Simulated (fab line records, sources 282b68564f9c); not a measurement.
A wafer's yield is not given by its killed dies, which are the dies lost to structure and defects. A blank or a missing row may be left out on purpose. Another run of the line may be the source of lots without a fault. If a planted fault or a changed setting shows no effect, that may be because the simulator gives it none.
A struck lot beside a sound one + flow rit_cmos + 43 out of 202 route steps
Sound: the wafers L245.3, L245.4, L245.6. Struck: wafers L244.1, L244.3, L244.5. At the end, the cause is stated.
For every step that has rows: the tool of each side, followed by ch and its chambers, followed by its first start. Under that, the readings that differ: sound wafers + struck wafers + difference of the means + sigmas: that difference in standard deviations of wafers without a fault.
alike: readings with means less than 2 such deviations apart, plus words and numbers identical on both sides. not compared: withheld readings, readings lacking a value on some wafer, bounds such as >300 that could conceal the same value, and numbers that have no deviation in the record and whose values overlap.
The two part at a step that has a row with sigmas, a row that says differs or no value, or rows on one side only. Non-overlapping numbers with no deviation appear without sigmas and do not part them. A reading that every wafer of one side lacks parts them only if that side has two wafers or more.

first, 1 step without rows for these wafers: RIT_PRETRO_DEVELOP_05 (develop time 68 s).
RIT_PRETRO_OVL_MEAS_06:
  sound on overlay-02, day 4 20:27; struck on overlay-01, day 4 15:28
  alike: PRETRO_OVL
then, 2 steps without rows for these wafers: RIT_PRETRO_HARDBAKE_07 (time 120 s); RIT_PRETRO_IMPLANT_08.
RIT_PRETRO_STRIP_09: strips in O2, time 180 s.
  sound on plasma_asher-02 ch 0,1, day 4 20:56; struck on plasma_asher-02 ch 0,1, day 4 15:53
  alike: drypump_motor_current_A
  not compared: rf_hours_counter_h
RIT_PRETRO_TW_MEAS_10:
  sound on film_metro-04, day 4 21:04; struck on film_metro-04, day 4 16:04
  alike: PRETRO_TW
then, 5 steps without rows for these wafers: RIT_GATE_WET_ETCH_00 (etches SiO2 in BOE, target depth 56 nm, time 60 s); RIT_GATE_CLEAN_01 (cleans in SC1, time 600 s); RIT_GATE_CLEAN_02 (cleans in dHF, time 30 s); RIT_GATE_CLEAN_03 (cleans in SC2, time 600 s); RIT_GATE_CLEAN_04 (cleans in dHF, time 60 s).
RIT_FOX2_THK_MEAS_91:
  sound on film_metro-03, day 4 21:33; struck on film_metro-04, day 4 16:32
  alike: FIELD_OXIDE_LEFT_2_THK
RIT_GATE_OXIDATION_05: target thk 3 nm, ox time 270 s.
  sound on furnace-02 ch 0, day 4 21:35; struck on furnace-03 ch 0, day 4 17:52
  alike: tube_center_temp_C
then, 1 step without rows for these wafers: RIT_GATE_ANNEAL_06 (time 600 s).
RIT_GATE_THK_MEAS_07:
  sound on film_metro-02, day 5 01:05; struck on film_metro-03, day 4 20:31
  alike: GATE_OXIDE_THK
then, 1 step without rows for these wafers: RIT_GATE_CVD_08 (deposits poly-Si from SiH4, target thk 250 nm, time 2220 s).
RIT_GATE_THK_MEAS_09:
  sound on film_metro-03, day 5 02:46; struck on film_metro-04, day 4 22:11
  alike: GATE_POLY_THK
then, 6 steps without rows for these wafers: RIT_GATE_HMDS_10 (prime time 60 s); RIT_GATE_COAT_11 (resist thk 850 nm); RIT_GATE_SOFTBAKE_12 (time 60 s); RIT_GATE_EXPOSE_13 (exposes mask M6, target cd 150 nm); RIT_GATE_PEB_14; RIT_GATE_DEVELOP_15 (develop time 47.86 s).
RIT_GATE_CD_MEAS_16: target cd 150 nm.
  sound on cd_sem-01, day 5 03:43; struck on cd_sem-01, day 4 23:13
  alike: cd_nm
RIT_GATE_OVL_MEAS_17:
  sound on overlay-01, day 5 03:49; struck on overlay-01, day 4 23:20
  alike: GATE_OVL
then, 1 step without rows for these wafers: RIT_GATE_HARDBAKE_18 (time 60 s).
RIT_GATE_ETCH_19: etches poly-Si in SF6/CHF3/O2, stops on SiO2, time 165 s, target depth 312.5 nm.
  sound on rie_si-01 ch 2,3, day 5 03:59; struck on rie_si-02 ch 0,2,3, day 4 23:31
  alike: drypump_motor_current_A, oes_product_au, throttle_valve_pct
  not compared: rf_hours_counter_h
RIT_GATE_STRIP_20: strips in O2, time 180 s.
  sound on plasma_asher-02 ch 0,1, day 5 04:09; struck on plasma_asher-03 ch 0,1, day 4 23:38
  alike: drypump_motor_current_A
  not compared: rf_hours_counter_h
RIT_GATE_CD_MEAS_90: target cd 150 nm.
  sound on cd_sem-01, day 5 04:19; struck on cd_sem-01, day 4 23:49
  alike: cd_nm
then, 4 steps without rows for these wafers: RIT_REOX_CLEAN_00 (cleans in SC1, time 600 s); RIT_REOX_CLEAN_01 (cleans in dHF, time 30 s); RIT_REOX_CLEAN_02 (cleans in SC2, time 600 s); RIT_REOX_OXIDATION_03 (target thk 25.2 nm, ox time 5310 s).
RIT_REOX_THK_MEAS_04:
  sound on film_metro-04, day 5 07:45; struck on film_metro-01, day 5 05:11
  alike: REOX_OXIDE_THK
then, 6 steps without rows for these wafers: RIT_NLDD_HMDS_00 (prime time 60 s); RIT_NLDD_COAT_01 (resist thk 1000 nm); RIT_NLDD_SOFTBAKE_02 (time 60 s); RIT_NLDD_EXPOSE_03 (exposes mask M7, target cd 40700 nm); RIT_NLDD_PEB_04; RIT_NLDD_DEVELOP_05 (develop time 50 s).
RIT_NLDD_OVL_MEAS_06:
  sound on overlay-01, day 5 08:58; struck on overlay-02, day 5 06:05
  alike: NLDD_OVL
then, 1 step without rows for these wafers: RIT_NLDD_HARDBAKE_07 (time 60 s).
RIT_M1_PROBE_99:
  sound on prober-01, day 6 00:46; struck on prober-02, day 5 22:14
| reading             | sound | struck   | difference | sigmas |
|---------------------|-------|----------|------------|--------|
| killed_at_front_end | 6 9 7 | 70 88 89 | +75        | +26    |
| killed_dies         | 6 9 8 | 70 88 89 | +75        | +26    |
| killed_on_rim       | 3 5 3 | 14 22 28 | +18        | +12    |
  alike: killed_at_contacts, killed_open, killed_short

WHERE THEY PART
Only at RIT_M1_PROBE_99, within this record.

WHY: what the simulator had put in
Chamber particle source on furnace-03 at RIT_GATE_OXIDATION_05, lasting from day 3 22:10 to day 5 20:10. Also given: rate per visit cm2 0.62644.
